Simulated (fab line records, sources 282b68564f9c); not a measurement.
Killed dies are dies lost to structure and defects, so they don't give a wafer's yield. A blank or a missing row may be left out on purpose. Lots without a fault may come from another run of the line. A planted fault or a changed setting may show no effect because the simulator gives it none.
A struck lot beside a sound one | flow rit_cmos | 43 steps out of a route of 202
Sound: wafers L249.1, L249.2, L249.3. Struck: wafers L256.1, L256.4, L256.5. The cause comes at the end.
At each step with rows: each side's tool, then ch and its chambers, then its first start. Under that, the readings that differ: sound wafers | struck wafers | difference of the means | sigmas: that difference in standard deviations of wafers without a fault.
alike: readings whose means differ by less than 2 such deviations, and words and numbers that are the same on both sides. not compared: withheld readings, readings that some wafer has no value for, bounds like >300 that may hide the same value, and numbers for which the record gives no deviation and whose values overlap.
The two part at a step that has a row with sigmas, a row that says differs or no value, or rows on one side only. Numbers that don't overlap but have no deviation are shown without sigmas and don't part them. A reading that every wafer of one side lacks parts them only if that side has two wafers or more.

first, 1 step without rows for these wafers: RIT_SDANNEAL_CLEAN_02 (cleans in SC2, time 600 s).
RIT_SDANNEAL_RTA_03: time 5 s.
  sound on rtp_anneal-01 ch 0, day 4 03:38; struck on rtp_anneal-02 ch 0, day 5 12:45
  alike: wafer_temp_C_max
RIT_SDANNEAL_RS_MEAS_04: measures by four-point-probe.
  sound on film_metro-04, day 4 03:42; struck on film_metro-03, day 5 12:49
  reading         | sound             | struck            | difference | sigmas
  PSD_RS (ohm/sq) | 116.3 116.5 116.1 | 115.5 115.3 115.7 | -0.8       | -2
RIT_SDANNEAL_RS_MEAS_05: measures by four-point-probe.
  sound on film_metro-04, day 4 03:49; struck on film_metro-03, day 5 12:56
  alike: NSD_RS
RIT_SDANNEAL_RS_MEAS_06: measures by four-point-probe.
  sound on film_metro-04, day 4 03:56; struck on film_metro-03, day 5 13:03
  alike: PLDD_RS
RIT_SDANNEAL_RS_MEAS_07: measures by four-point-probe.
  sound on film_metro-04, day 4 04:04; struck on film_metro-03, day 5 13:10
  alike: NLDD_RS
then, 1 step without rows for these wafers: RIT_SILICIDE_WET_ETCH_00 (etches SiO2 in BOE, target depth 14 nm, time 15 s).
RIT_SILICIDE_SPUTTER_01: material Ti, target thk 30 nm, time 240 s.
  sound on pvd_sputter-03, day 4 04:12; struck on pvd_sputter-04, day 5 13:18
  alike: throttle_valve_pct
RIT_SILICIDE_RS_MEAS_02: measures by four-point-probe.
  sound on film_metro-04, day 4 04:21; struck on film_metro-04, day 5 13:27
  reading                 | sound          | struck         | difference | sigmas
  SILICIDE_TI_RS (ohm/sq) | 51.5 51.3 52.0 | 53.7 53.2 54.0 | +2.0       | +3
RIT_SILICIDE_THK_MEAS_03: measures by xrf.
  sound on film_metro-04, day 4 04:28; struck on film_metro-04, day 5 13:34
  reading              | sound          | struck         | difference | sigmas
  SILICIDE_TI_THK (nm) | 29.6 29.6 29.4 | 28.8 28.9 28.6 | -0.8       | -2
then, 2 steps without rows for these wafers: RIT_SILICIDE_RTA_04 (time 10 s, ramp up 5 s, ramp down 5 s); RIT_SILICIDE_WET_ETCH_05 (etches Ti in SPM, time 120 s).
RIT_SILICIDE_RTA_06: time 10 s, ramp up 5 s, ramp down 10 s.
  sound on rtp_anneal-01 ch 0, day 4 04:38; struck on rtp_anneal-02 ch 0, day 5 13:44
  alike: wafer_temp_C_max
RIT_CONTACT_CVD_00: deposits SiO2 from TEOS, target thk 400 nm, time 61 s.
  sound on pecvd-04 ch 0,1,2, day 4 04:43; struck on pecvd-01 ch 1,2, day 5 13:49
  alike: heater_power_w
RIT_CONTACT_THK_MEAS_01:
  sound on film_metro-04, day 4 04:46; struck on film_metro-02, day 5 13:52
  alike: CONTACT_TEOS_THK
then, 6 steps without rows for these wafers: RIT_CONTACT_HMDS_02 (prime time 60 s); RIT_CONTACT_COAT_03 (resist thk 1000 nm); RIT_CONTACT_SOFTBAKE_04 (time 60 s); RIT_CONTACT_EXPOSE_05 (exposes mask M11, target cd 1000 nm); RIT_CONTACT_PEB_06; RIT_CONTACT_DEVELOP_07 (develop time 120 s).
RIT_CONTACT_CD_MEAS_08: target cd 1000 nm.
  sound on cd_sem-01, day 4 05:47; struck on cd_sem-01, day 5 14:53
  alike: cd_nm
RIT_CONTACT_OVL_MEAS_09:
  sound on overlay-02, day 4 05:55; struck on overlay-02, day 5 15:00
  alike: CONTACT_OVL
then, 2 steps without rows for these wafers: RIT_CONTACT_HARDBAKE_10 (time 60 s); RIT_CONTACT_ETCH_11 (etches SiO2 in CHF3/CF4/Ar, stops on TiSi2, target depth 480 nm, time 320 s).
RIT_CONTACT_STRIP_12: strips in O2, time 187.2 s.
  sound on plasma_asher-02 ch 0,1, day 4 06:17; struck on plasma_asher-01 ch 0,1, day 5 15:25
  alike: drypump_motor_current_A
  not compared: rf_hours_counter_h
RIT_CONTACT_CD_MEAS_90: target cd 1000 nm.
  sound on cd_sem-02, day 4 06:28; struck on cd_sem-02, day 5 15:36
  alike: cd_nm
then, 3 steps without rows for these wafers: RIT_CONTACT_CLEAN_13 (cleans in SC1, time 600 s); RIT_CONTACT_CLEAN_14 (cleans in SC2, time 600 s); RIT_M1_SPUTTER_00 (material Al, target thk 400 nm, time 500 s).
RIT_M1_RS_MEAS_01: measures by four-point-probe.
  sound on film_metro-03, day 4 07:14; struck on film_metro-03, day 5 16:33
  reading           | sound                | struck               | difference | sigmas
  M1_AL_RS (ohm/sq) | 0.0744 0.0738 0.0743 | 0.0720 0.0731 0.0727 | -0.0016    | -2
RIT_M1_THK_MEAS_02: measures by xrf.
  sound on film_metro-03, day 4 07:22; struck on film_metro-03, day 5 16:40
  reading        | sound       | struck      | difference | sigmas
  M1_AL_THK (nm) | 395 399 396 | 409 402 406 | +9         | +2
then, 6 steps without rows for these wafers: RIT_M1_HMDS_03 (prime time 60 s); RIT_M1_COAT_04 (resist thk 1317 nm); RIT_M1_SOFTBAKE_05 (time 60 s); RIT_M1_EXPOSE_06 (exposes mask M12, target cd 2600 nm); RIT_M1_PEB_07; RIT_M1_DEVELOP_08 (develop time 68 s).
RIT_M1_CD_MEAS_09: target cd 2600 nm.
  sound on cd_sem-01, day 4 08:26; struck on cd_sem-01, day 5 17:37
  alike: cd_nm
RIT_M1_OVL_MEAS_10:
  sound on overlay-02, day 4 08:33; struck on overlay-01, day 5 17:44
  alike: M1_OVL
then, 1 step without rows for these wafers: RIT_M1_HARDBAKE_11 (time 120 s).
RIT_M1_METAL_ETCH_12: etches Al in Cl2/BCl3, stops on SiO2, time 165 s, target depth 600 nm.
  sound on rie_metal-04 ch 0,1, day 4 08:55; struck on rie_metal-03 ch 0,1, day 5 18:01
  reading                     | sound       | struck      | difference | sigmas
  drypump_motor_current_A (A) | 6.5 6.1 6.6 | 5.1 5.2 5.1 | -1.3       | -2
  alike: oes_product_au, throttle_valve_pct
  not compared: rf_hours_counter_h
RIT_M1_PROBE_99:
  sound on prober-02, day 4 11:10; struck on prober-02, day 5 20:16
  reading                           | sound             | struck            | difference | sigmas
  model.etest.npoly_sal.rs_ohm_sq   | 4.355 4.351 4.411 | 4.198 4.222 4.252 | -0.148     |
  model.etest.pplus_sal.rs_ohm_sq   | 4.312 4.315 4.393 | 4.191 4.156 4.19  | -0.161     |
  model.etest.ppoly_sal.rs_ohm_sq   | 4.342 4.313 4.393 | 4.17 4.143 4.214  | -0.17      |
  model.etest.nplus_sal.rs_ohm_sq   | 4.308 4.314 4.357 | 4.171 4.166 4.194 | -0.149     |
  model.etest.pplus_sal.line_ohm_um | 1.251 1.248 1.262 | 1.236 1.226 1.225 | -0.025     |
  model.etest.nplus_sal.line_ohm_um | 1.247 1.254 1.252 | 1.206 1.215 1.213 | -0.040     |
  model.etest.contact_ppoly.rc_ohm  | 1.395 1.39 1.386  | 1.355 1.358 1.361 | -0.032     |
  alike: killed_at_contacts, killed_at_front_end, killed_dies, killed_open, killed_short
  not compared: model.etest.contact_nplus.rc_ohm

WHERE THEY PART
First at RIT_SDANNEAL_RS_MEAS_04; last, within this record, at RIT_M1_METAL_ETCH_12. Later steps at which nothing parts them and some readings are alike: RIT_M1_PROBE_99.

WHY: what the simulator had put in
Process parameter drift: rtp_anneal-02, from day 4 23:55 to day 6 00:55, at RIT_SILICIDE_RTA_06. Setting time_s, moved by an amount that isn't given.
